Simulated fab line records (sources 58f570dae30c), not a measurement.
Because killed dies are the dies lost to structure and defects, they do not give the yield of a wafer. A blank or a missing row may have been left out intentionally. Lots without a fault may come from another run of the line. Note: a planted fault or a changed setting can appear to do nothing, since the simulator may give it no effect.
Which tool did it? || flow berkeley cmos170 || 39 wafers from 13 lots sampled at 4 of the route's 331 steps

WHAT EACH GAUGE READ, for each wafer
UCB170_PSD_CD_MEAS_06 targets a cd of 1200 nm.
{"lot": "L239", "measured": "day 6 06:16", "on": "cd sem-02", "cd nm (nm)": "1199.6 1200.4 1199.5"}
{"lot": "L240", "measured": "day 6 19:49", "on": "cd sem-02", "cd nm (nm)": "1198.4 1199.4 1198.5"}
{"lot": "L242", "measured": "day 7 21:29", "on": "cd sem-02", "cd nm (nm)": "1201.6 1203.1 1200.8"}
{"lot": "L249", "measured": "day 8 14:26", "on": "cd sem-02", "cd nm (nm)": "1200.8 1200.5 1200.5"}
{"lot": "L247", "measured": "day 8 14:34", "on": "cd sem-01", "cd nm (nm)": "1203.2 1201.8 1202.7"}
{"lot": "L248", "measured": "day 8 14:48", "on": "cd sem-02", "cd nm (nm)": "1196.8 1197.3 1198.4"}
{"lot": "L250", "measured": "day 9 05:55", "on": "cd sem-02", "cd nm (nm)": "1198.1 1198.8 1199.5"}
{"lot": "L254", "measured": "day 9 18:18", "on": "cd sem-01", "cd nm (nm)": "1200.4 1199.9 1200.9"}
{"lot": "L253", "measured": "day 9 18:41", "on": "cd sem-02", "cd nm (nm)": "1199.3 1199.2 1198.5"}
{"lot": "L258", "measured": "day 10 08:25", "on": "cd sem-01", "cd nm (nm)": "1199.6 1200.5 1200.1"}
{"lot": "L257", "measured": "day 10 08:43", "on": "cd sem-01", "cd nm (nm)": "1201.2 1202.1 1201.6"}
{"lot": "L259", "measured": "day 10 11:52", "on": "cd sem-01", "cd nm (nm)": "1198.2 1199.0 1197.6"}
{"lot": "L260", "measured": "day 11 06:14", "on": "cd sem-02", "cd nm (nm)": "1199.6 1200.7 1201.5"}

UCB170_V2_BOW_MEAS_03.
{"lot": "L239", "measured": "day 7 10:14", "on": "film metro-01", "V2_BOW (um)": "44 39 25"}
{"lot": "L240", "measured": "day 7 20:10", "on": "film metro-02", "V2_BOW (um)": "25 24 33"}
{"lot": "L242", "measured": "day 8 20:55", "on": "film metro-04", "V2_BOW (um)": "34 34 30"}
{"lot": "L249", "measured": "day 9 13:40", "on": "film metro-04", "V2_BOW (um)": "44 34 42"}
{"lot": "L247", "measured": "day 9 13:36", "on": "film metro-02", "V2_BOW (um)": "37 47 41"}
{"lot": "L248", "measured": "day 9 17:22", "on": "film metro-01", "V2_BOW (um)": "30 33 51"}
{"lot": "L250", "measured": "day 10 08:17", "on": "film metro-01", "V2_BOW (um)": "34 49 30"}
{"lot": "L254", "measured": "day 10 19:58", "on": "film metro-01", "V2_BOW (um)": "34 21 35"}
{"lot": "L253", "measured": "day 10 19:40", "on": "film metro-02", "V2_BOW (um)": "44 34 35"}
{"lot": "L258", "measured": "day 11 06:16", "on": "film metro-02", "V2_BOW (um)": "33 32 36"}
{"lot": "L257", "measured": "day 11 14:11", "on": "film metro-01", "V2_BOW (um)": "26 46 28"}
{"lot": "L259", "measured": "day 11 14:25", "on": "film metro-02", "V2_BOW (um)": "38 23 41"}
{"lot": "L260", "measured": "day 12 09:44", "on": "film metro-01", "V2_BOW (um)": "44 33 37"}

WHAT TOOL EACH LOT RAN ON (gives the tool, then ch and the chambers of the sampled wafers, and finally the start)
{"lot": "L239", "UCB170_M1_METAL_ETCH_12": "rie metal-03 ch 0,1, day 6 19:39", "UCB170_V1_CVD_00": "pecvd-01 ch 0,2, day 7 02:52"}
{"lot": "L240", "UCB170_M1_METAL_ETCH_12": "rie metal-01 ch 0,1, day 7 07:40", "UCB170_V1_CVD_00": "pecvd-03 ch 1,2, day 7 13:58"}
{"lot": "L242", "UCB170_M1_METAL_ETCH_12": "rie metal-03 ch 0,1, day 8 08:28", "UCB170_V1_CVD_00": "pecvd-03 ch 0,1,2, day 8 13:35"}
{"lot": "L249", "UCB170_M1_METAL_ETCH_12": "rie metal-03 ch 0,1, day 9 04:27", "UCB170_V1_CVD_00": "pecvd-04 ch 0,1,2, day 9 06:55"}
{"lot": "L247", "UCB170_M1_METAL_ETCH_12": "rie metal-01 ch 0,1, day 9 04:48", "UCB170_V1_CVD_00": "pecvd-01 ch 1,2, day 9 06:55"}
{"lot": "L248", "UCB170_M1_METAL_ETCH_12": "rie metal-03 ch 0,1, day 9 05:23", "UCB170_V1_CVD_00": "pecvd-03 ch 0,1,2, day 9 11:41"}
{"lot": "L250", "UCB170_M1_METAL_ETCH_12": "rie metal-03 ch 0,1, day 9 18:14", "UCB170_V1_CVD_00": "pecvd-04 ch 0,1,2, day 9 20:44"}
{"lot": "L254", "UCB170_M1_METAL_ETCH_12": "rie metal-04 ch 0,1, day 10 09:52", "UCB170_V1_CVD_00": "pecvd-03 ch 0,1,2, day 10 13:15"}
{"lot": "L253", "UCB170_M1_METAL_ETCH_12": "rie metal-01 ch 0,1, day 10 09:41", "UCB170_V1_CVD_00": "pecvd-01 ch 1,2, day 10 13:15"}
{"lot": "L258", "UCB170_M1_METAL_ETCH_12": "rie metal-01 ch 0,1, day 10 19:52", "UCB170_V1_CVD_00": "pecvd-03 ch 1,2, day 11 00:47"}
{"lot": "L257", "UCB170_M1_METAL_ETCH_12": "rie metal-04 ch 0,1, day 10 23:21", "UCB170_V1_CVD_00": "pecvd-04 ch 0,1,2, day 11 06:32"}
{"lot": "L259", "UCB170_M1_METAL_ETCH_12": "rie metal-01 ch 0,1, day 10 23:31", "UCB170_V1_CVD_00": "pecvd-01 ch 0,1, day 11 06:32"}
{"lot": "L260", "UCB170_M1_METAL_ETCH_12": "rie metal-01 ch 0,1, day 11 22:07", "UCB170_V1_CVD_00": "pecvd-01 ch 0,1,2, day 12 02:17"}
- UCB170_M1_METAL_ETCH_12: etches Al in Cl2/BCl3, stops on PSG, target depth 780 nm, time 130 s.
- UCB170_V1_CVD_00: deposits SiO2 from TEOS/O2, target thk 2000 nm, time 250 s.

WHAT THE TOOLS THEMSELVES READ (means of the sampled wafers that have a number; where no wafer has one, the mark that the record gives instead)
UCB170_M1_METAL_ETCH_12.
{"lot": "L239", "tool": "rie metal-03", "drypump motor current A (A)": 5.3, "oes product au (a.u.)": 0.864, "rf fwd power W (W)": 594.9, "throttle valve pct (%)": 24.41}
{"lot": "L240", "tool": "rie metal-01", "drypump motor current A (A)": 5.7, "oes product au (a.u.)": 0.866, "rf fwd power W (W)": 597.6, "throttle valve pct (%)": 24.47}
{"lot": "L242", "tool": "rie metal-03", "drypump motor current A (A)": 5.3, "oes product au (a.u.)": 0.861, "rf fwd power W (W)": 597.1, "throttle valve pct (%)": 24.41}
{"lot": "L249", "tool": "rie metal-03", "drypump motor current A (A)": 5.3, "oes product au (a.u.)": 0.861, "rf fwd power W (W)": 573.2, "throttle valve pct (%)": 24.40}
{"lot": "L247", "tool": "rie metal-01", "drypump motor current A (A)": 6.0, "oes product au (a.u.)": 0.853, "rf fwd power W (W)": 596.5, "throttle valve pct (%)": 24.57}
{"lot": "L248", "tool": "rie metal-03", "drypump motor current A (A)": 5.4, "oes product au (a.u.)": 0.861, "rf fwd power W (W)": 550.4, "throttle valve pct (%)": 24.31}
{"lot": "L250", "tool": "rie metal-03", "drypump motor current A (A)": 5.3, "oes product au (a.u.)": 0.869, "rf fwd power W (W)": 574.2, "throttle valve pct (%)": 24.39}
{"lot": "L254", "tool": "rie metal-04", "drypump motor current A (A)": 5.8, "oes product au (a.u.)": 0.861, "rf fwd power W (W)": 600.0, "throttle valve pct (%)": 24.38}
{"lot": "L253", "tool": "rie metal-01", "drypump motor current A (A)": 5.7, "oes product au (a.u.)": 0.862, "rf fwd power W (W)": 595.4, "throttle valve pct (%)": 24.48}
{"lot": "L258", "tool": "rie metal-01", "drypump motor current A (A)": 6.0, "oes product au (a.u.)": 0.867, "rf fwd power W (W)": 597.8, "throttle valve pct (%)": 24.56}
{"lot": "L257", "tool": "rie metal-04", "drypump motor current A (A)": 5.7, "oes product au (a.u.)": 0.868, "rf fwd power W (W)": 598.3, "throttle valve pct (%)": 24.45}
{"lot": "L259", "tool": "rie metal-01", "drypump motor current A (A)": 5.9, "oes product au (a.u.)": 0.858, "rf fwd power W (W)": 597.6, "throttle valve pct (%)": 24.57}
{"lot": "L260", "tool": "rie metal-01", "drypump motor current A (A)": 5.9, "oes product au (a.u.)": 0.869, "rf fwd power W (W)": 596.4, "throttle valve pct (%)": 24.57}

UCB170_V1_CVD_00.
{"lot": "L239", "tool": "pecvd-01", "heater power w (W)": 286}
{"lot": "L240", "tool": "pecvd-03", "heater power w (W)": 261}
{"lot": "L242", "tool": "pecvd-03", "heater power w (W)": 260}
{"lot": "L249", "tool": "pecvd-04", "heater power w (W)": 253}
{"lot": "L247", "tool": "pecvd-01", "heater power w (W)": 281}
{"lot": "L248", "tool": "pecvd-03", "heater power w (W)": 224}
{"lot": "L250", "tool": "pecvd-04", "heater power w (W)": 263}
{"lot": "L254", "tool": "pecvd-03", "heater power w (W)": 243}
{"lot": "L253", "tool": "pecvd-01", "heater power w (W)": 276}
{"lot": "L258", "tool": "pecvd-03", "heater power w (W)": 248}
{"lot": "L257", "tool": "pecvd-04", "heater power w (W)": 254}
{"lot": "L259", "tool": "pecvd-01", "heater power w (W)": 267}
{"lot": "L260", "tool": "pecvd-01", "heater power w (W)": 298}

THE ANSWER, worked out from the rows above alone
Rule: the lots themselves supply what counts as usual. Put in order of their means at a reading, lots are off if they are a third of the lots or fewer, leave a main group of 4 or more, and stand apart from it by a gap of 3 or more times the standard deviation of the main group's means; of several such gaps the widest counts. A main group is skipped when, at the precision printed for the reading in the tables above, its means are all equal. Also off: a lot with no number at a reading for which 4 or more lots have one. The other lots that the step has rows for count as sound. First the gauges in route order, then the tools' own readings, where a lot's mean is used as printed above. At the first step where some lot is off, the reading lying furthest off is the one used; lots without a number count as furthest.
Off, at UCB170_M1_METAL_ETCH_12 on rf fwd power W: L249, L248, L250. For the main group the mean is 597.2 W and the standard deviation 1.4.
If a tool, at that step or one of the process steps before it, ran each lot that is off and ran no sound lot following the first of them, it fits. One fits: rie metal-03 at UCB170_M1_METAL_ETCH_12. A fault onset in the window from L242 (day 8 08:28, its last sound lot) to L249 (day 9 04:27, its first lot off) fits.
On the lots that are off, the tool's own readings at UCB170_M1_METAL_ETCH_12 differ by more than 5 times the standard deviation of the sound lots' means, which bears it out; rf fwd power W reads 565.9 W there versus 597.2 W on the sound lots.

WHAT HAD BEEN PUT IN BY THE SIMULATOR
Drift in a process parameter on rie metal-03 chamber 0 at UCB170_M1_METAL_ETCH_12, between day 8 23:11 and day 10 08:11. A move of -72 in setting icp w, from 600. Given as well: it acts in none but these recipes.
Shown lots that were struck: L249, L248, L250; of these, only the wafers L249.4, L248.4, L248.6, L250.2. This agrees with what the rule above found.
